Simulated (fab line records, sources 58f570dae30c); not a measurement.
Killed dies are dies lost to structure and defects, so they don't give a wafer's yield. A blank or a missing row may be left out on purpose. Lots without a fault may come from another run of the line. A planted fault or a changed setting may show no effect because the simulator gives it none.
Which tool did it? | flow berkeley_cmos170 | 14 lots, 42 wafers sampled, at 5 steps of a route of 331

WHAT THE GAUGES READ, wafer by wafer
UCB170_NLDD_OVL_MEAS_07.
lot  | measured     | on         | NLDD_OVL (nm)
L428 | day 7 12:22  | overlay-02 | 4 4 6
L429 | day 8 04:59  | overlay-02 | -2 -1 7
L430 | day 8 05:17  | overlay-01 | 6 1 2
L434 | day 9 00:34  | overlay-02 | 6 2 12
L432 | day 9 00:39  | overlay-02 | 2 5 1
L431 | day 9 00:55  | overlay-02 | 10 6 1
L435 | day 9 01:07  | overlay-02 | 2 5 11
L442 | day 10 08:03 | overlay-01 | 2 -6 5
L443 | day 10 08:17 | overlay-02 | 7 4 2
L441 | day 10 08:35 | overlay-01 | 3 0 8
L444 | day 10 19:49 | overlay-01 | 2 0 6
L447 | day 11 05:51 | overlay-01 | -2 4 1
L446 | day 11 06:05 | overlay-02 | 7 10 5
L451 | day 12 04:34 | overlay-01 | -8 -4 -1

UCB170_SPACER_THK_MEAS_01.
lot  | measured     | on            | SPACER_TEOS_THK (nm)
L428 | day 7 13:06  | film_metro-04 | 385 377 377
L429 | day 8 05:43  | film_metro-04 | 377 379 373
L430 | day 8 06:01  | film_metro-03 | 376 380 379
L434 | day 9 01:18  | film_metro-01 | 374 374 379
L432 | day 9 01:22  | film_metro-04 | 375 368 376
L431 | day 9 01:39  | film_metro-03 | 374 374 375
L435 | day 9 01:50  | film_metro-04 | 375 374 378
L442 | day 10 08:46 | film_metro-03 | 366 373 376
L443 | day 10 09:01 | film_metro-01 | 372 368 372
L441 | day 10 09:20 | film_metro-04 | 366 369 378
L444 | day 10 20:32 | film_metro-01 | 375 374 379
L447 | day 11 06:35 | film_metro-04 | 365 373 368
L446 | day 11 06:49 | film_metro-03 | 369 375 374
L451 | day 12 05:20 | film_metro-01 | 369 369 374

UCB170_NSD_CD_MEAS_06: target cd 1200 nm.
lot  | measured     | on        | cd_nm (nm)
L428 | day 7 22:21  | cd_sem-01 | 1200.4 1201.2 1201.3
L429 | day 8 14:09  | cd_sem-01 | 1198.5 1199.4 1198.5
L430 | day 8 14:24  | cd_sem-02 | 1200.1 1200.3 1199.3
L434 | day 9 10:56  | cd_sem-01 | 1200.8 1201.0 1199.9
L432 | day 9 11:14  | cd_sem-02 | 1203.3 1201.8 1202.5
L431 | day 9 11:40  | cd_sem-01 | 1197.2 1197.9 1197.0
L435 | day 9 11:30  | cd_sem-02 | 1200.7 1200.6 1199.7
L442 | day 10 21:13 | cd_sem-01 | 1203.6 1202.9 1201.9
L443 | day 10 20:58 | cd_sem-02 | 1197.1 1197.0 1198.7
L441 | day 10 20:52 | cd_sem-01 | 1203.6 1203.3 1203.6
L444 | day 11 04:17 | cd_sem-02 | 1199.1 1199.6 1199.1
L447 | day 11 15:10 | cd_sem-02 | 1199.9 1198.1 1198.3
L446 | day 11 14:50 | cd_sem-02 | 1200.7 1200.2 1200.6
L451 | day 12 12:56 | cd_sem-02 | 1198.6 1197.6 1199.1

UCB170_SDANNEAL_RS_MEAS_05: measures by four-point-probe.
lot  | measured     | on            | NLDD_RS (ohm/sq)
L428 | day 8 02:08  | film_metro-01 | 614.6 614.9 616.6
L429 | day 8 16:00  | film_metro-03 | 616.1 614.9 617.2
L430 | day 8 16:18  | film_metro-02 | 618.1 619.0 618.9
L434 | day 9 13:10  | film_metro-02 | 613.5 614.1 614.3
L432 | day 9 13:21  | film_metro-03 | 614.4 615.4 616.9
L431 | day 9 14:07  | film_metro-03 | 615.4 616.4 613.7
L435 | day 9 13:45  | film_metro-02 | 617.4 615.0 616.6
L442 | day 11 00:35 | film_metro-02 | 614.7 615.8 615.3
L443 | day 11 00:30 | film_metro-01 | 613.7 614.0 613.6
L441 | day 11 00:28 | film_metro-03 | 538.3 566.7 547.5
L444 | day 11 06:40 | film_metro-01 | 544.6 557.1 550.1
L447 | day 11 17:01 | film_metro-01 | 614.6 616.2 614.5
L446 | day 11 16:51 | film_metro-02 | 614.7 615.9 615.7
L451 | day 12 15:37 | film_metro-02 | 614.6 615.4 613.9

WHICH TOOL RAN EACH LOT (tool, then ch and the chambers of the sampled wafers, then the start)
lot  | UCB170_NLDD_IMPLANT_09
L428 | implanter-04 ch 0, day 7 12:35
L429 | implanter-04 ch 0, day 8 05:13
L430 | implanter-01 ch 0, day 8 05:31
L434 | implanter-04 ch 0, day 9 00:45
L432 | implanter-01 ch 0, day 9 00:52
L431 | implanter-04 ch 0, day 9 01:07
L435 | implanter-01 ch 0, day 9 01:20
L442 | implanter-01 ch 0, day 10 08:14
L443 | implanter-02 ch 0, day 10 08:31
L441 | implanter-01 ch 0, day 10 08:47
L444 | implanter-01 ch 0, day 10 20:01
L447 | implanter-04 ch 0, day 11 06:02
L446 | implanter-02 ch 0, day 11 06:19
L451 | implanter-04 ch 0, day 12 04:45
- UCB170_NLDD_IMPLANT_09

WHAT THE TOOLS THEMSELVES READ (means of the sampled wafers that have a number; where no wafer has one, the mark that the record gives instead)
UCB170_NLDD_IMPLANT_09.
lot  | tool         | end_station_pressure_torr (Torr) | rotation_deg (degrees)
L428 | implanter-04 | 4.90e-06                         | 180.03
L429 | implanter-04 | 4.97e-06                         | 179.96
L430 | implanter-01 | 4.89e-06                         | 180.00
L434 | implanter-04 | 5.02e-06                         | 179.99
L432 | implanter-01 | 5.35e-06                         | 179.97
L431 | implanter-04 | 5.00e-06                         | 180.01
L435 | implanter-01 | 4.99e-06                         | 179.97
L442 | implanter-01 | 4.85e-06                         | 179.98
L443 | implanter-02 | 5.13e-06                         | 179.99
L441 | implanter-01 | 5.03e-06                         | 179.97
L444 | implanter-01 | 5.10e-06                         | 179.96
L447 | implanter-04 | 5.13e-06                         | 179.96
L446 | implanter-02 | 5.05e-06                         | 179.99
L451 | implanter-04 | 4.89e-06                         | 179.99

THE ANSWER, worked out from the rows above alone
Rule: what is usual is taken from the lots themselves. Put in order of their means at a reading, lots are off if they are a third of the lots or fewer, leave a main group of 4 or more, and stand apart from it by a gap of 3 or more times the standard deviation of the main group's means; of several such gaps the widest counts. A main group whose means are all the same, to the digits that the tables above print for the reading, isn't used. A lot without any number at a reading at which 4 lots or more have one is off too. The other lots that the step has rows for count as sound. The gauges are gone through in route order, then the tools' own readings, and for those a lot's mean is taken as printed above. The first step at which some lot is off is used, and at that step the reading that is off furthest; a lot without a number counts as furthest.
Off: L441, L444, at UCB170_SDANNEAL_RS_MEAS_05 (NLDD_RS). The main group: mean 615.4 ohm/sq, standard deviation 1.2.
A tool fits if, at a process step before that reading, it ran every lot that is off, and no sound lot after the first of them. The gauges at UCB170_SDANNEAL_RS_MEAS_05 are tried like those tools. One fits: implanter-01 at UCB170_NLDD_IMPLANT_09. Its last sound lot is L442 (day 10 08:14), its first lot that is off L441 (day 10 08:47): a fault that began between those two fits.

WHAT THE SIMULATOR HAD PUT IN
Process parameter drift: implanter-01, from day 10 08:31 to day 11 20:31, at UCB170_NLDD_IMPLANT_09. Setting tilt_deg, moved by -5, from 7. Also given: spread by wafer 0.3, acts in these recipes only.
Lots struck among those shown: L441, L444. The rule above found the same.
